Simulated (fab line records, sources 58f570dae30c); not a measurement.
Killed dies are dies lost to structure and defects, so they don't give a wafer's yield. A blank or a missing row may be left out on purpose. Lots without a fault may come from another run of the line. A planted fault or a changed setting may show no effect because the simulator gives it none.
A struck lot beside a sound one | flow berkeley_cmos170 | 23 steps out of a route of 331
Sound: wafers L763.1, L763.4, L763.5. Struck: wafers L768.1, L768.3, L768.6. The cause comes at the end.
At each step with rows: each side's tool, then ch and its chambers, then its first start. Under that, the readings that differ: sound wafers | struck wafers | difference of the means | sigmas: that difference in standard deviations of wafers without a fault.
alike: readings whose means differ by less than 2 such deviations, and words and numbers that are the same on both sides. not compared: withheld readings, readings that some wafer has no value for, bounds like >300 that may hide the same value, and numbers for which the record gives no deviation and whose values overlap.
The two part at a step that has a row with sigmas, a row that says differs or no value, or rows on one side only. Numbers that don't overlap but have no deviation are shown without sigmas and don't part them. A reading that every wafer of one side lacks parts them only if that side has two wafers or more.

UCB170_M1_ETCH_11: etches BARC in N2/H2.
  sound on rie_diel-03 ch 1,2,3, day 9 18:24; struck on rie_diel-03 ch 0,2, day 11 06:35
  alike: drypump_motor_current_A, n2_flow_sccm, oes_product_au, throttle_valve_pct
UCB170_M1_METAL_ETCH_12: etches Al in Cl2/BCl3, stops on PSG, target depth 780 nm, time 130 s.
  sound on rie_metal-04 ch 0,1, day 9 18:26; struck on rie_metal-04 ch 0, day 11 06:38
  alike: drypump_motor_current_A, oes_product_au, throttle_valve_pct
  not compared: rf_hours_counter_h
UCB170_M1_STRIP_13: strips in O2.
  sound on plasma_asher-04 ch 0,1, day 9 18:35; struck on plasma_asher-04 ch 0,1, day 11 06:46
  alike: drypump_motor_current_A, oes_product_au
  not compared: rf_hours_counter_h
UCB170_M1_CD_MEAS_90: target cd 700 nm.
  sound on cd_sem-01, day 9 18:41; struck on cd_sem-02, day 11 06:52
  alike: cd_nm
then, 1 step without rows for these wafers: UCB170_M1_ANNEAL_14 (time 1200 s).
UCB170_V1_CVD_00: deposits SiO2 from TEOS/O2, target thk 2000 nm, time 250 s.
  sound on pecvd-02 ch 0,1,2, day 9 22:41; struck on pecvd-02 ch 0,1, day 11 10:20
  alike: heater_power_w
  not compared: since_wet_clean_h
UCB170_V1_THK_MEAS_01:
  sound on film_metro-03, day 9 22:55; struck on film_metro-03, day 11 10:29
  alike: V1_TEOS_THK
UCB170_V1_CMP_02: polishes SiO2.
  sound on cmp-01 ch 1,2,3, day 9 23:15; struck on cmp-01 ch 0,1,3, day 11 10:47
  alike: head_pressure_psi, motor_current_A
UCB170_V1_BOW_MEAS_03:
  sound on film_metro-03, day 9 23:30; struck on film_metro-01, day 11 10:59
  alike: V1_BOW
UCB170_V1_THK_MEAS_04:
  sound on film_metro-03, day 9 23:37; struck on film_metro-01, day 11 11:07
  alike: V1_POLISHED_THK
then, 2 steps without rows for these wafers: UCB170_V1_CLEAN_05 (cleans in DIW); UCB170_V1_HMDS_06 (prime time 60 s).
UCB170_V1_COAT_07: resist thk 900 nm.
  sound on litho_track-03 ch 0, day 10 01:43; struck on litho_track-03 ch 0, day 11 11:39
  reading                             | sound             | struck            | difference | sigmas
  model.KrF_of_V1_COAT_07.thk_nm (nm) | 894.7 898.5 894.7 | 953.9 956.7 953.4 | +58.7      |
then, 4 steps without rows for these wafers: UCB170_V1_SOFTBAKE_08 (time 60 s); UCB170_V1_EXPOSE_09 (exposes mask VIA1, target cd 700 nm); UCB170_V1_PEB_10; UCB170_V1_DEVELOP_11 (develop time 45 s).
UCB170_V1_CD_MEAS_12: target cd 700 nm.
  sound on cd_sem-02, day 10 03:19; struck on cd_sem-01, day 11 12:30
  alike: cd_nm
UCB170_V1_OVL_MEAS_13:
  sound on overlay-01, day 10 03:26; struck on overlay-02, day 11 12:37
  alike: V1_OVL
UCB170_V1_ETCH_14: etches SiO2 in CHF3/CF4/Ar, stops on Al, target depth 1250 nm, time 291 s.
  sound on rie_diel-02 ch 1,2,3, day 10 03:28; struck on rie_diel-03 ch 0,1, day 11 12:39
  reading                             | sound           | struck          | difference | sigmas
  model.KrF_of_V1_COAT_07.thk_nm (nm) | 606 605.1 602.4 | 667 664.9 661.3 | +60        |
  alike: drypump_motor_current_A, oes_product_au, throttle_valve_pct
  not compared: rf_hours_counter_h
UCB170_V1_STRIP_15: strips in O2.
  sound on plasma_asher-04 ch 0,1, day 10 03:39; struck on plasma_asher-03 ch 0,1, day 11 12:50
  reading                      | sound             | struck            | difference | sigmas
  strip_time_to_endpoint_s (s) | 15.19 15.20 15.13 | 16.59 16.54 16.46 | +1.36      | +16
  alike: drypump_motor_current_A, oes_product_au
  not compared: rf_hours_counter_h
UCB170_V1_CD_MEAS_90: target cd 700 nm.
  sound on cd_sem-02, day 10 03:45; struck on cd_sem-01, day 11 12:56
  alike: cd_nm
UCB170_M3_PROBE_99:
  the record has rows for the struck wafers here (prober-02, day 11 22:35) and none for the sound ones

WHERE THEY PART
First at UCB170_V1_STRIP_15; last, within this record, at UCB170_M3_PROBE_99.

WHY: what the simulator had put in
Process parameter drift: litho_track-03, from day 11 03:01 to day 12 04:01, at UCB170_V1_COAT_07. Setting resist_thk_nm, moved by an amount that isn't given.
